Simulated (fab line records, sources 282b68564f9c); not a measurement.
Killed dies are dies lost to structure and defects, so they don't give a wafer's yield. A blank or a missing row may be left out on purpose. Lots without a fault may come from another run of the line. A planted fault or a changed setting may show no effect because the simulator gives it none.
fab line records | flow rit_cmos
record lots=5 wafers=15 last_day=5
route steps=202 shown ACTIVE@13 FOX1@20 FOX2@23 NWELL@28 PWELL@39
lots that met no fault: from a run of the same line without faults
start_h: hours from the record's first day to the start of the lot's first wafer shown | wait_h: hours since the lot's step before | " the same as in the row above | L1.1+2: a row that stands for several wafers | - no value, or no start given | * or withheld: withheld | < > ~ a bound
route shown NAME@n: a module of which the file shows steps, and the number in the route of the first | usual: mean/standard deviation of fault-free wafers | same: alike in all rows | chamber/n: place in a boat | sites: the reading at each site | _std_site: their standard deviation | _edge_site: outer sites' mean less inner sites' | radius_mm: how far each site lies from the wafer's centre | mask NAME#n: copy n | behind: the tool/chamber that last shaped the wafer | hold: why the lot was held/for how many hours/how that ended | device: the transistor (n, p or np) that didn't switch | end of line: the same wafers' tests at the end of the route | a step without rows: its recipe alone | killed: dies lost to structure and defects at the first sort, not the wafer's yield | map: a wafer's dies, x killed, . not, _ none there
set.NAME: the setting as run; set.NAME@STEP: as run at that earlier step | model.NAME: the simulator's own value behind a step, which no gauge read
lots at some steps of the route; a table a step, a row a wafer
services: from which hour (start_h, from the record's first day; less than 0 if before it) a tool's chamber was out of use, for how many hours, and why
## steps
# step RIT_ACTIVE_HARDBAKE_12
# recipe resist=NOVOLAK temp_c=140 time_s=60
# usual chill_plate_temp_C=23.00/0.12 plate_temp_C=139.97/0.13 resist_line_temp_C=22.99/0.1
# columns lot.wafer tool chamber start_h wait_h chill_plate_temp_C plate_temp_C resist_line_temp_C
L075.2 litho_track-02 0 20.42 0.1 23.15 140.00 22.92
L075.3 " 0 " " 22.98 139.86 22.90
L075.4 " 0 " " 22.94 140.04 22.96
L076.2 litho_track-01 0 24.58 0.1 22.97 139.96 22.99
L076.3 " 0 " " 22.97 139.98 22.91
L076.4 " 0 " " 23.02 140.08 22.93
L083.1 litho_track-01 0 60.11 0.1 22.96 140.14 23.12
L083.2 " 0 " " 23.15 139.78 23.00
L083.5 " 0 " " 23.06 140.09 23.03
L084.2 litho_track-03 0 64.58 0.1 22.93 140.11 22.82
L084.3 " 0 " " 22.84 140.03 22.86
L084.5 " 0 " " 22.65 140.21 23.02
L085.1 litho_track-02 0 69.77 0.1 23.01 140.15 23.05
L085.4 " 0 " " 23.05 140.07 23.05
L085.5 " 0 " " 22.98 140.04 23.16
# step RIT_ACTIVE_ETCH_13
# recipe stop_on=SiO2 chemistry=SF6 target=Si3N4 time_s=210 over_etch_frac=0.4 SF6_flow_sccm=200 pressure_mtorr=271.8 rf_w=125 target_depth_a=2100
# usual drypump_motor_current_A=5.8/0.41 oes_product_au=0.817/0.013 throttle_valve_pct=7.36/0.12
# columns lot.wafer tool chamber start_h wait_h drypump_motor_current_A oes_product_au rf_hours_counter_h throttle_valve_pct
L075.2 rie_diel-01 1 20.54 0.1 6.4 0.842 162 7.47
L075.3 " 2 " " 5.4 0.798 61 7.56
L075.4 " 0 " " 5.9 0.812 4 7.43
L076.2 rie_diel-01 0 24.71 0.1 6.0 0.812 4 7.42
L076.3 " 3 " " 5.6 0.806 158 7.20
L076.4 " 2 " " 5.4 0.796 61 7.54
L083.1 rie_diel-02 2 60.26 0.1 5.4 0.828 3 7.39
L083.2 " 3 " " 6.3 0.810 2 7.26
L083.5 " 0 " " 5.7 0.818 - 7.18
L084.2 rie_diel-04 0 64.71 0.1 6.0 0.807 105 7.28
L084.3 " 3 " " 5.0 0.818 89 7.21
L084.5 " 3 " " 5.0 0.812 - 7.20
L085.1 rie_diel-01 2 69.92 0.1 5.4 0.794 62 7.56
L085.4 " 3 " " 5.7 0.818 159 7.19
L085.5 " 3 " " 5.7 0.822 - 7.20
# step RIT_ACTIVE_STRIP_14
# recipe chemistry=O2 time_s=180 resist=NOVOLAK platen_temp_c=withheld power_w=500 pressure_mtorr=4000 o2_flow_sccm=4000
# usual drypump_motor_current_A=5.6/0.56
# columns lot.wafer tool chamber start_h wait_h drypump_motor_current_A rf_hours_counter_h
L075.2 plasma_asher-03 1 20.68 0.1 6.1 38
L075.3 " 1 " " 6.1 -
L075.4 " 0 " " 4.7 -
L076.2 plasma_asher-03 1 24.84 0.1 6.1 39
L076.3 " 0 " " 4.7 -
L076.4 " 1 " " 6.1 -
L083.1 plasma_asher-04 1 60.39 0.1 6.2 24
L083.2 " 0 " " 5.5 24
L083.5 " 1 " " 6.2 -
L084.2 plasma_asher-03 1 64.84 0.1 6.1 43
L084.3 " 0 " " 4.8 -
L084.5 " 1 " " 6.1 -
L085.1 plasma_asher-03 1 70.05 0.1 6.2 44
L085.4 " 0 " " 4.7 -
L085.5 " 1 " " 6.2 -
# step RIT_ACTIVE_CD_MEAS_90
# recipe target_cd_nm=1400
# usual cd_nm=1400.2/2.1
# columns lot.wafer tool chamber start_h wait_h cd_nm
L075.2 cd_sem-01 - 20.87 0.1 1401.0
L075.3 " - " " 1401.2
L075.4 " - " " 1402.4
L076.2 cd_sem-02 - 25.04 0.1 1402.6
L076.3 " - " " 1402.7
L076.4 " - " " 1404.6
L083.1 cd_sem-01 - 60.57 0.1 1397.5
L083.2 " - " " 1399.6
L083.5 " - " " 1401.7
L084.2 cd_sem-01 - 65.04 0.1 1401.2
L084.3 " - " " 1400.1
L084.5 " - " " 1400.2
L085.1 cd_sem-02 - 70.23 0.1 1400.8
L085.4 " - " " 1400.2
L085.5 " - " " 1399.3
# step RIT_ACTIVE_CLEAN_15
# recipe chemistry=SC1 mix=3:3:50 time_s=600 temp_c=75
# columns lot.wafer tool chamber start_h wait_h
L075.2+3+4 wet_bench-01 0 20.97 0.1
L076.2+3+4 wet_bench-02 1 25.14 0.1
L083.1+2+5 wet_bench-02 0 60.69 0.1
L084.2+3+5 wet_bench-03 1 65.14 0.1
L085.1+4+5 wet_bench-03 2 70.35 0.1
# step RIT_ACTIVE_CLEAN_16
# recipe chemistry=dHF dilution=50:1 time_s=30
# columns lot.wafer tool chamber start_h wait_h
L075.2+3+4 wet_bench-03 2 21.15 0.0
L076.2+3+4 wet_bench-01 1 25.31 0.0
L083.1+2+5 wet_bench-01 2 60.86 0.0
L084.2+3+5 wet_bench-03 3 65.31 0.0
L085.1+4+5 wet_bench-02 2 70.52 0.0
# step RIT_ACTIVE_CLEAN_17
# recipe chemistry=SC2 mix=3:3:50 time_s=600 temp_c=75 dry=n2_spin
# columns lot.wafer tool chamber start_h wait_h
L075.2+3+4 wet_bench-02 3 21.16 0.0
L076.2+3+4 wet_bench-02 2 25.33 0.0
L083.1+2+5 wet_bench-02 1 60.88 0.0
L084.2+3+5 wet_bench-03 3 65.33 0.0
L085.1+4+5 wet_bench-01 3 70.54 0.0
# step RIT_FOX1_OXIDATION_00
# recipe temp_c=1100 ambient=H2O target_thk_a=3507 p_h2o_torr=720 ox_time_s=1130
# columns lot.wafer tool chamber start_h wait_h
L075.2+3+4 furnace-03 0 21.34 0.0
L076.2+3+4 furnace-02 0 26.69 1.2
L083.1+2+5 furnace-01 0 61.87 0.8
L084.2+3+5 furnace-01 0 65.50 0.0
L085.1+4+5 furnace-03 0 70.72 0.0
# step RIT_FOX1_THK_MEAS_01
# recipe reads=SiO2_of_FOX1_OXIDATION_00
# usual FOX1_OXIDE_THK=348/6.9
# columns lot.wafer tool chamber start_h wait_h FOX1_OXIDE_THK[nm]
L075.2 film_metro-04 - 22.66 0.0 349
L075.3 " - " " 347
L075.4 " - " " 347
L076.2 film_metro-04 - 28.02 0.0 358
L076.3 " - " " 353
L076.4 " - " " 356
L083.1 film_metro-04 - 63.18 0.0 335
L083.2 " - " " 331
L083.5 " - " " 334
L084.2 film_metro-04 - 66.83 0.0 338
L084.3 " - " " 341
L084.5 " - " " 335
L085.1 film_metro-02 - 72.03 0.0 346
L085.4 " - " " 348
L085.5 " - " " 351
# step RIT_FOX1_WET_ETCH_02
# recipe chemistry=BOE target_depth_nm=350 time_s=390 temp_c=21.5 dry=n2_spin dilution=10:1 target=SiO2
# columns lot.wafer tool chamber start_h wait_h
L075.2+3+4 wet_bench-01 0 22.71 0.0
L076.2+3+4 wet_bench-02 2 28.07 0.0
L083.1+2+5 wet_bench-01 0 63.24 0.1
L084.2+3+5 wet_bench-01 0 66.88 0.0
L085.1+4+5 wet_bench-01 2 72.09 0.1
# step RIT_FOX2_OXIDATION_00
# recipe temp_c=1100 ambient=H2O target_thk_a=3507 p_h2o_torr=720 ox_time_s=1181
# columns lot.wafer tool chamber start_h wait_h
L075.2+3+4 furnace-02 0 22.83 0.0
L076.2+3+4 furnace-01 0 28.18 0.0
L083.1+2+5 furnace-01 0 63.37 0.0
L084.2+3+5 furnace-04 0 67.05 0.0
L085.1+4+5 furnace-01 0 72.21 0.0
# step RIT_FOX2_THK_MEAS_01
# recipe reads=SiO2_of_FOX2_OXIDATION_00
# usual FOX2_OXIDE_THK=359/8.3
# columns lot.wafer tool chamber start_h wait_h FOX2_OXIDE_THK[nm]
L075.2 film_metro-03 - 24.15 0.0 366
L075.3 " - " " 359
L075.4 " - " " 361
L076.2 film_metro-04 - 29.51 0.0 355
L076.3 " - " " 356
L076.4 " - " " 355
L083.1 film_metro-04 - 64.68 0.0 346
L083.2 " - " " 349
L083.5 " - " " 348
L084.2 film_metro-04 - 68.38 0.0 357
L084.3 " - " " 355
L084.5 " - " " 361
L085.1 film_metro-03 - 73.52 0.0 350
L085.4 " - " " 352
L085.5 " - " " 350
# step RIT_FOX2_CLEAN_02
# recipe chemistry=dHF dilution=50:1 time_s=180
# columns lot.wafer tool chamber start_h wait_h
L075.2+3+4 wet_bench-04 2 24.20 0.0
L076.2+3+4 wet_bench-03 1 29.56 0.0
L083.1+2+5 wet_bench-03 0 64.74 0.1
L084.2+3+5 wet_bench-01 3 68.43 0.0
L085.1+4+5 wet_bench-03 3 73.58 0.1
# step RIT_FOX2_WET_ETCH_03
# recipe chemistry=H3PO4 target=Si3N4 target_depth_nm=195 temp_c=165 time_s=2700
# columns lot.wafer tool chamber start_h wait_h
L075.2+3+4 wet_bench-01 0 24.26 0.0
L076.2+3+4 wet_bench-01 3 29.62 0.0
L083.1+2+5 wet_bench-01 1 64.80 0.0
L084.2+3+5 wet_bench-03 2 68.49 0.0
L085.1+4+5 wet_bench-01 2 73.64 0.0
# step RIT_FOX2_THK_MEAS_90
# recipe reads=SiO2_of_FOX2_OXIDATION_00
# usual FIELD_OXIDE_LEFT_1_THK=332/8.3
# columns lot.wafer tool chamber start_h wait_h FIELD_OXIDE_LEFT_1_THK[nm]
L075.2 film_metro-03 - 25.08 0.1 338
L075.3 " - " " 332
L075.4 " - " " 333
L076.2 film_metro-04 - 30.38 0.0 328
L076.3 " - " " 328
L076.4 " - " " 327
L083.1 film_metro-04 - 65.63 0.0 319
L083.2 " - " " 322
L083.5 " - " " 321
L084.2 film_metro-04 - 69.26 0.0 329
L084.3 " - " " 327
L084.5 " - " " 332
L085.1 film_metro-01 - 74.40 0.0 322
L085.4 " - " " 325
L085.5 " - " " 322
# step RIT_NWELL_HMDS_00
# recipe prime_time_s=60 prime_temp_c=140
# usual chill_plate_temp_C=23.02/0.092 resist_line_temp_C=23.02/0.11
# columns lot.wafer tool chamber start_h wait_h chill_plate_temp_C resist_line_temp_C
L075.2 litho_track-03 0 25.16 0.1 23.05 23.06
L075.3 " 0 " " 23.01 23.00
L075.4 " 0 " " 23.04 23.12
L076.2 litho_track-04 0 30.46 0.1 22.97 22.97
L076.3 " 0 " " 22.95 22.96
L076.4 " 0 " " 22.99 22.90
L083.1 litho_track-03 0 65.71 0.1 22.90 23.24
L083.2 " 0 " " 22.97 23.02
L083.5 " 0 " " 22.82 23.03
L084.2 litho_track-03 0 69.33 0.1 22.96 23.03
L084.3 " 0 " " 23.03 23.15
L084.5 " 0 " " 22.99 22.99
L085.1 litho_track-02 0 74.46 0.1 23.08 22.93
L085.4 " 0 " " 22.99 23.01
L085.5 " 0 " " 23.14 23.00
# step RIT_NWELL_COAT_01
# recipe resist=NOVOLAK spin_rpm=2000 resist_thk_nm=1300
# usual chill_plate_temp_C=23.03/0.1 resist_line_temp_C=23.00/0.098
# columns lot.wafer tool chamber start_h wait_h chill_plate_temp_C resist_line_temp_C
L075.2 litho_track-03 0 25.31 0.1 23.06 22.90
L075.3 " 0 " " 23.03 23.10
L075.4 " 0 " " 22.94 22.95
L076.2 litho_track-04 0 30.61 0.1 23.13 22.99
L076.3 " 0 " " 22.98 23.09
L076.4 " 0 " " 22.96 23.12
L083.1 litho_track-03 0 65.86 0.1 22.95 23.15
L083.2 " 0 " " 23.14 22.91
L083.5 " 0 " " 23.20 23.11
L084.2 litho_track-03 0 69.48 0.1 23.25 23.01
L084.3 " 0 " " 23.04 22.97
L084.5 " 0 " " 23.17 22.94
L085.1 litho_track-02 0 74.61 0.1 22.98 22.95
L085.4 " 0 " " 23.06 22.92
L085.5 " 0 " " 22.99 22.88
# step RIT_NWELL_SOFTBAKE_02
# recipe resist=NOVOLAK temp_c=90 time_s=60
# usual chill_plate_temp_C=23.01/0.1 plate_temp_C=90.00/0.12 resist_line_temp_C=23.00/0.1
# columns lot.wafer tool chamber start_h wait_h chill_plate_temp_C plate_temp_C resist_line_temp_C
L075.2 litho_track-03 0 25.46 0.1 23.16 90.14 22.87
L075.3 " 0 " " 23.26 89.97 22.81
L075.4 " 0 " " 23.34 90.14 23.02
L076.2 litho_track-04 0 30.76 0.1 23.00 89.91 23.00
L076.3 " 0 " " 23.04 90.06 22.87
L076.4 " 0 " " 23.01 89.99 22.98
L083.1 litho_track-03 0 66.01 0.1 23.10 90.08 23.09
L083.2 " 0 " " 23.17 90.02 22.97
L083.5 " 0 " " 23.23 89.83 23.07
L084.2 litho_track-03 0 69.63 0.1 23.11 89.96 22.85
L084.3 " 0 " " 22.97 89.83 23.01
L084.5 " 0 " " 23.04 90.10 22.85
L085.1 litho_track-02 0 74.76 0.1 23.06 90.19 22.85
L085.4 " 0 " " 23.10 90.21 23.05
L085.5 " 0 " " 23.15 90.21 23.05
# step RIT_NWELL_EXPOSE_03
# recipe mask_id=M2 na=0.57 target_cd_nm=43900 dose_mj=250
# columns lot.wafer tool chamber start_h wait_h mask
L075.2+3+4 iline_stepper-02 0 25.73 0.2 M2#0
L076.2+3+4 iline_stepper-01 0 31.03 0.2 M2#0
L083.1+2+5 iline_stepper-02 0 66.28 0.2 M2#0
L084.2+3+5 iline_stepper-02 0 69.78 0.1 M2#0
L085.1+4+5 iline_stepper-02 0 74.91 0.1 M2#0
# step RIT_NWELL_PEB_04
# recipe resist=NOVOLAK temp_c=withheld time_s=withheld
# usual chill_plate_temp_C=* resist_line_temp_C=*
# columns lot.wafer tool chamber start_h wait_h chill_plate_temp_C resist_line_temp_C
L075.2 litho_track-03 0 25.93 0.2 * *
L075.3 " 0 " " * *
L075.4 " 0 " " * *
L076.2 litho_track-03 0 31.16 0.1 * *
L076.3 " 0 " " * *
L076.4 " 0 " " * *
L083.1 litho_track-02 0 66.40 0.1 * *
L083.2 " 0 " " * *
L083.5 " 0 " " * *
L084.2 litho_track-04 0 69.90 0.1 * *
L084.3 " 0 " " * *
L084.5 " 0 " " * *
L085.1 litho_track-03 0 75.02 0.1 * *
L085.4 " 0 " " * *
L085.5 " 0 " " * *
# step RIT_NWELL_DEVELOP_05
# recipe resist=NOVOLAK develop_time_s=68 dev_temp_c=23
# usual chill_plate_temp_C=23.00/0.11 resist_line_temp_C=23.00/0.11
# columns lot.wafer tool chamber start_h wait_h chill_plate_temp_C resist_line_temp_C
L075.2 litho_track-03 0 - - 22.91 23.15
L075.3 " 0 " " 23.00 22.97
L075.4 " 0 " " 23.07 22.99
L076.2 litho_track-03 0 - - 23.07 22.75
L076.3 " 0 " " 23.01 22.75
L076.4 " 0 " " 23.01 22.77
L083.1 litho_track-02 0 - - 22.97 22.93
L083.2 " 0 " " 23.10 23.01
L083.5 " 0 " " 22.96 22.86
L084.2 litho_track-04 0 - - 22.92 23.10
L084.3 " 0 " " 22.83 23.08
L084.5 " 0 " " 23.13 23.05
L085.1 litho_track-03 0 - - 23.15 23.06
L085.4 " 0 " " 22.97 23.13
L085.5 " 0 " " 23.04 22.88
# step RIT_NWELL_OVL_MEAS_06
# usual NWELL_OVL=-0.5/1.3
# columns lot.wafer tool chamber start_h wait_h NWELL_OVL[nm]
L075.2 overlay-01 - 26.22 - 0.4
L075.3 " - " " 0.7
L075.4 " - " " 1.6
L076.2 overlay-02 - 31.45 - -0.5
L076.3 " - " " -3.6
L076.4 " - " " -0.2
L083.1 overlay-01 - 66.71 - -1.1
L083.2 " - " " -0.9
L083.5 " - " " 0.1
L084.2 overlay-01 - 70.20 - 0.3
L084.3 " - " " -0.1
L084.5 " - " " 0.5
L085.1 overlay-01 - 75.34 - 0.6
L085.4 " - " " 1.8
L085.5 " - " " 1.2
# step RIT_NWELL_HARDBAKE_07
# recipe resist=NOVOLAK temp_c=140 time_s=120
# usual chill_plate_temp_C=23.01/0.1 plate_temp_C=139.96/0.12 resist_line_temp_C=23.00/0.1
# columns lot.wafer tool chamber start_h wait_h chill_plate_temp_C plate_temp_C resist_line_temp_C
L075.2 litho_track-03 0 26.29 0.1 22.92 139.90 23.05
L075.3 " 0 " " 22.96 140.05 22.90
L075.4 " 0 " " 23.05 139.78 23.05
L076.2 litho_track-04 0 31.63 0.2 22.92 139.95 22.93
L076.3 " 0 " " 22.87 139.91 22.91
L076.4 " 0 " " 23.05 140.12 23.00
L083.1 litho_track-03 0 66.75 0.0 23.03 139.97 22.86
L083.2 " 0 " " 23.05 139.89 22.89
L083.5 " 0 " " 23.15 140.01 22.90
L084.2 litho_track-04 0 70.27 0.1 23.02 139.99 22.79
L084.3 " 0 " " 23.12 140.12 22.96
L084.5 " 0 " " 23.09 139.94 22.81
L085.1 litho_track-04 0 75.39 0.0 22.91 140.00 22.96
L085.4 " 0 " " 23.00 139.81 22.82
L085.5 " 0 " " 22.92 140.02 22.70
# step RIT_NWELL_IMPLANT_08
# recipe species=P energy_kev=170 dose_cm2=5e+13 tilt_deg=7
# usual dose_ions_cm2=5e+13/5.8e+10
# columns lot.wafer tool chamber start_h wait_h dose_ions_cm2
L075.2 implanter-01 0 26.53 0.2 5.001e+13
L075.3 " 0 " " 5.002e+13
L075.4 " 0 " " 5.006e+13
L076.2 implanter-03 0 31.87 0.2 4.999e+13
L076.3 " 0 " " 4.994e+13
L076.4 " 0 " " 4.996e+13
L083.1 implanter-03 0 67.00 0.2 5.005e+13
L083.2 " 0 " " 5.01e+13
L083.5 " 0 " " 5.011e+13
L084.2 implanter-04 0 70.50 0.2 4.993e+13
L084.3 " 0 " " 5.005e+13
L084.5 " 0 " " 5.002e+13
L085.1 implanter-01 0 75.64 0.2 5.001e+13
L085.4 " 0 " " 4.997e+13
L085.5 " 0 " " 5.002e+13
# step RIT_NWELL_STRIP_09
# recipe chemistry=O2 time_s=180 resist=NOVOLAK platen_temp_c=withheld power_w=500 pressure_mtorr=4000 o2_flow_sccm=4000
# usual drypump_motor_current_A=5.6/0.45
# columns lot.wafer tool chamber start_h wait_h drypump_motor_current_A rf_hours_counter_h
L075.2 plasma_asher-02 1 26.65 0.1 5.8 38
L075.3 " 0 " " 5.5 -
L075.4 " 1 " " 5.8 -
L076.2 plasma_asher-01 0 31.99 0.1 5.7 40
L076.3 " 1 " " 5.7 -
L076.4 " 0 " " 5.7 -
L083.1 plasma_asher-01 0 67.15 0.1 5.7 44
L083.2 " 1 " " 5.7 44
L083.5 " 0 " " 5.7 -
L084.2 plasma_asher-03 1 70.63 0.1 6.1 44
L084.3 " 0 " " 4.7 -
L084.5 " 0 " " 4.8 -
L085.1 plasma_asher-02 1 75.79 0.1 5.8 44
L085.4 " 0 " " 5.5 -
L085.5 " 0 " " 5.5 -
# step RIT_NWELL_TW_MEAS_10
# usual NWELL_TW=2150/9.8
# columns lot.wafer tool chamber start_h wait_h NWELL_TW
L075.2 film_metro-04 - 26.84 0.1 2148
L075.3 " - " " 2138
L075.4 " - " " 2133
L076.2 film_metro-02 - 32.18 0.1 2129
L076.3 " - " " 2147
L076.4 " - " " 2142
L083.1 film_metro-04 - 67.32 0.1 2144
L083.2 " - " " 2133
L083.5 " - " " 2147
L084.2 film_metro-04 - 70.81 0.1 2158
L084.3 " - " " 2158
L084.5 " - " " 2153
L085.1 film_metro-04 - 75.96 0.1 2141
L085.4 " - " " 2148
L085.5 " - " " 2132
# step RIT_PWELL_HMDS_00
# recipe prime_time_s=60 prime_temp_c=140
# usual chill_plate_temp_C=23.01/0.1 resist_line_temp_C=23.01/0.1
# columns lot.wafer tool chamber start_h wait_h chill_plate_temp_C resist_line_temp_C
L075.2 litho_track-01 0 26.91 0.1 23.08 23.09
L075.3 " 0 " " 23.09 22.83
L075.4 " 0 " " 22.92 23.04
L076.2 litho_track-03 0 32.25 0.1 23.15 23.03
L076.3 " 0 " " 23.16 22.80
L076.4 " 0 " " 23.07 22.77
L083.1 litho_track-03 0 67.38 0.1 23.00 23.00
L083.2 " 0 " " 23.04 23.18
L083.5 " 0 " " 23.05 23.02
L084.2 litho_track-01 0 70.89 0.1 23.04 23.14
L084.3 " 0 " " 23.05 23.10
L084.5 " 0 " " 22.87 23.17
L085.1 litho_track-04 0 76.07 0.1 22.90 22.87
L085.4 " 0 " " 23.07 22.99
L085.5 " 0 " " 23.00 23.18
# step RIT_PWELL_COAT_01
# recipe resist=NOVOLAK spin_rpm=2000 resist_thk_nm=1308
# usual chill_plate_temp_C=22.99/0.1 resist_line_temp_C=23.02/0.11
# columns lot.wafer tool chamber start_h wait_h chill_plate_temp_C resist_line_temp_C
L075.2 litho_track-01 0 27.06 0.1 23.12 22.89
L075.3 " 0 " " 22.96 23.09
L075.4 " 0 " " 22.90 23.05
L076.2 litho_track-03 0 32.40 0.1 23.01 23.05
L076.3 " 0 " " 22.90 23.17
L076.4 " 0 " " 22.86 23.02
L083.1 litho_track-03 0 67.53 0.1 22.86 22.98
L083.2 " 0 " " 22.93 22.91
L083.5 " 0 " " 23.03 22.96
L084.2 litho_track-01 0 71.04 0.1 22.95 22.98
L084.3 " 0 " " 22.98 23.03
L084.5 " 0 " " 23.02 23.15
L085.1 litho_track-04 0 76.22 0.1 23.03 22.82
L085.4 " 0 " " 23.04 22.89
L085.5 " 0 " " 23.03 22.88
# step RIT_PWELL_SOFTBAKE_02
# recipe resist=NOVOLAK temp_c=90 time_s=60
# usual chill_plate_temp_C=23.00/0.097 plate_temp_C=90.01/0.12 resist_line_temp_C=23.00/0.11
# columns lot.wafer tool chamber start_h wait_h chill_plate_temp_C plate_temp_C resist_line_temp_C
L075.2 litho_track-01 0 27.21 0.1 23.07 89.97 23.10
L075.3 " 0 " " 23.09 90.06 22.99
L075.4 " 0 " " 23.09 90.04 23.01
L076.2 litho_track-03 0 32.55 0.1 23.07 90.04 22.97
L076.3 " 0 " " 23.00 90.17 23.15
L076.4 " 0 " " 23.07 89.98 22.97
L083.1 litho_track-03 0 67.68 0.1 23.00 90.11 23.04
L083.2 " 0 " " 23.17 90.09 23.10
L083.5 " 0 " " 23.03 89.98 23.04
L084.2 litho_track-01 0 71.19 0.1 23.07 89.86 22.96
L084.3 " 0 " " 22.85 90.02 23.08
L084.5 " 0 " " 22.95 89.81 23.01
L085.1 litho_track-04 0 76.37 0.1 23.04 90.18 22.79
L085.4 " 0 " " 23.13 90.00 22.93
L085.5 " 0 " " 22.98 89.93 22.82
# step RIT_PWELL_EXPOSE_03
# recipe mask_id=M3 na=0.57 target_cd_nm=43700 dose_mj=250
# columns lot.wafer tool chamber start_h wait_h mask
L075.2+3+4 iline_stepper-02 0 27.35 0.1 M3#0
L076.2+3+4 iline_stepper-01 0 32.82 0.2 M3#0
L083.1+2+5 iline_stepper-02 0 67.96 0.2 M3#0
L084.2+3+5 iline_stepper-02 0 71.33 0.1 M3#0
L085.1+4+5 iline_stepper-02 0 76.52 0.1 M3#0
# step RIT_PWELL_PEB_04
# recipe resist=NOVOLAK temp_c=withheld time_s=withheld
# usual chill_plate_temp_C=* resist_line_temp_C=*
# columns lot.wafer tool chamber start_h wait_h chill_plate_temp_C resist_line_temp_C
L075.2 litho_track-01 0 27.48 0.1 * *
L075.3 " 0 " " * *
L075.4 " 0 " " * *
L076.2 litho_track-01 0 32.94 0.1 * *
L076.3 " 0 " " * *
L076.4 " 0 " " * *
L083.1 litho_track-03 0 68.08 0.1 * *
L083.2 " 0 " " * *
L083.5 " 0 " " * *
L084.2 litho_track-04 0 71.45 0.1 * *
L084.3 " 0 " " * *
L084.5 " 0 " " * *
L085.1 litho_track-04 0 76.67 0.1 * *
L085.4 " 0 " " * *
L085.5 " 0 " " * *
# step RIT_PWELL_DEVELOP_05
# recipe resist=NOVOLAK develop_time_s=68 dev_temp_c=23
# usual chill_plate_temp_C=22.99/0.12 resist_line_temp_C=22.97/0.11
# columns lot.wafer tool chamber start_h wait_h chill_plate_temp_C resist_line_temp_C
L075.2 litho_track-01 0 - - 23.04 23.02
L075.3 " 0 " " 22.96 22.83
L075.4 " 0 " " 23.24 22.87
L076.2 litho_track-01 0 - - 22.99 22.90
L076.3 " 0 " " 23.12 23.02
L076.4 " 0 " " 23.06 23.00
L083.1 litho_track-03 0 - - 22.87 23.01
L083.2 " 0 " " 23.00 23.14
L083.5 " 0 " " 23.04 23.05
L084.2 litho_track-04 0 - - 23.07 23.02
L084.3 " 0 " " 23.12 22.99
L084.5 " 0 " " 23.18 22.90
L085.1 litho_track-04 0 - - 22.90 23.07
L085.4 " 0 " " 22.85 22.94
L085.5 " 0 " " 22.83 22.90
# step RIT_PWELL_OVL_MEAS_06
# usual PWELL_OVL=0.1/1.6
# columns lot.wafer tool chamber start_h wait_h PWELL_OVL[nm]
L075.2 overlay-02 - 27.77 - -2.5
L075.3 " - " " -2.0
L075.4 " - " " -2.2
L076.2 overlay-02 - 33.24 - -1.4
L076.3 " - " " -0.9
L076.4 " - " " -1.0
L083.1 overlay-02 - 68.39 - 0.0
L083.2 " - " " -0.2
L083.5 " - " " 0.9
L084.2 overlay-01 - 71.75 - -2.0
L084.3 " - " " -0.2
L084.5 " - " " -1.4
L085.1 overlay-02 - 76.98 - 1.5
L085.4 " - " " 2.5
L085.5 " - " " 2.0
# step RIT_PWELL_HARDBAKE_07
# recipe resist=NOVOLAK temp_c=140 time_s=120
# usual chill_plate_temp_C=23.05/0.12 plate_temp_C=140.01/0.12 resist_line_temp_C=23.01/0.094
# columns lot.wafer tool chamber start_h wait_h chill_plate_temp_C plate_temp_C resist_line_temp_C
L075.2 litho_track-04 0 27.84 0.1 23.12 140.09 23.07
L075.3 " 0 " " 23.15 140.00 23.10
L075.4 " 0 " " 22.97 140.09 23.07
L076.2 litho_track-01 0 33.31 0.1 23.02 139.81 23.01
L076.3 " 0 " " 22.99 139.91 22.92
L076.4 " 0 " " 22.88 139.79 23.05
L083.1 litho_track-03 0 68.42 0.0 23.11 140.06 23.03
L083.2 " 0 " " 23.08 140.17 23.03
L083.5 " 0 " " 23.13 140.04 22.93
L084.2 litho_track-04 0 71.82 0.1 23.09 139.99 23.01
L084.3 " 0 " " 23.03 139.81 23.07
L084.5 " 0 " " 23.27 139.95 23.06
L085.1 litho_track-03 0 77.09 0.1 23.08 140.05 22.94
L085.4 " 0 " " 23.00 140.00 22.92
L085.5 " 0 " " 22.78 139.87 23.02
# step RIT_PWELL_IMPLANT_08
# recipe species=B energy_kev=170 dose_cm2=7e+13 tilt_deg=7
# usual dose_ions_cm2=7.001e+13/7.9e+10
# columns lot.wafer tool chamber start_h wait_h dose_ions_cm2
L075.2 implanter-02 0 28.08 0.2 7.003e+13
L075.3 " 0 " " 7.014e+13
L075.4 " 0 " " 6.998e+13
L076.2 implanter-01 0 33.54 0.2 6.995e+13
L076.3 " 0 " " 7.01e+13
L076.4 " 0 " " 7e+13
L083.1 implanter-02 0 68.67 0.2 7.01e+13
L083.2 " 0 " " 7.011e+13
L083.5 " 0 " " 7.003e+13
L084.2 implanter-01 0 72.05 0.2 7.003e+13
L084.3 " 0 " " 7.005e+13
L084.5 " 0 " " 6.999e+13
L085.1 implanter-01 0 77.34 0.2 7.005e+13
L085.4 " 0 " " 7.009e+13
L085.5 " 0 " " 7.01e+13
# step RIT_PWELL_STRIP_09
# recipe chemistry=O2 time_s=180 resist=NOVOLAK platen_temp_c=withheld power_w=500 pressure_mtorr=4000 o2_flow_sccm=4000
# usual drypump_motor_current_A=5.6/0.57
# columns lot.wafer tool chamber start_h wait_h drypump_motor_current_A rf_hours_counter_h
L075.2 plasma_asher-03 1 28.20 0.1 6.1 40
L075.3 " 0 " " 4.7 -
L075.4 " 1 " " 6.1 -
L076.2 plasma_asher-03 0 33.67 0.1 4.8 40
L076.3 " 0 " " 4.8 -
L076.4 " 1 " " 6.2 -
L083.1 plasma_asher-03 0 68.82 0.1 4.7 44
L083.2 " 1 " " 6.1 44
L083.5 " 1 " " 6.1 -
L084.2 plasma_asher-03 1 72.18 0.1 6.1 44
L084.3 " 1 " " 6.1 -
L084.5 " 1 " " 6.1 -
L085.1 plasma_asher-03 1 77.49 0.1 6.1 45
L085.4 " 0 " " 4.7 -
L085.5 " 1 " " 6.1 -
## services
# columns tool chamber start_h hours kind
plasma_asher-04 - -2.32 0.6 repair
furnace-02 - 2.89 1.2 repair
iline_stepper-01 - 3.55 2.1 pm
iline_stepper-02 - 5.10 2.8 repair
iline_stepper-01 - 5.63 - consumable_replace:lamp
iline_stepper-01 - 16.82 1.7 pm
rie_diel-04 3 16.98 12.8 repair
rie_diel-04 0 20.65 7.6 repair
furnace-01 - 20.91 3.9 pm
rie_diel-01 - 27.14 0.1 repair
furnace-02 - 30.56 3.4 pm
wet_bench-03 - 30.80 1.8 repair
plasma_asher-03 - 36.07 1.1 repair
implanter-04 - 38.10 0.6 repair
rie_diel-02 3 42.94 12.6 repair
wet_bench-04 - 48.87 31.6 repair
iline_stepper-02 - 48.99 1.7 pm
implanter-04 - 52.00 1.6 repair
implanter-01 - 54.81 0.8 repair
rie_diel-01 0 59.10 5.6 repair
implanter-01 - 66.74 4.7 repair
rie_diel-02 3 76.76 2.7 repair
rie_diel-01 - 76.79 0.7 repair
## key
fault none
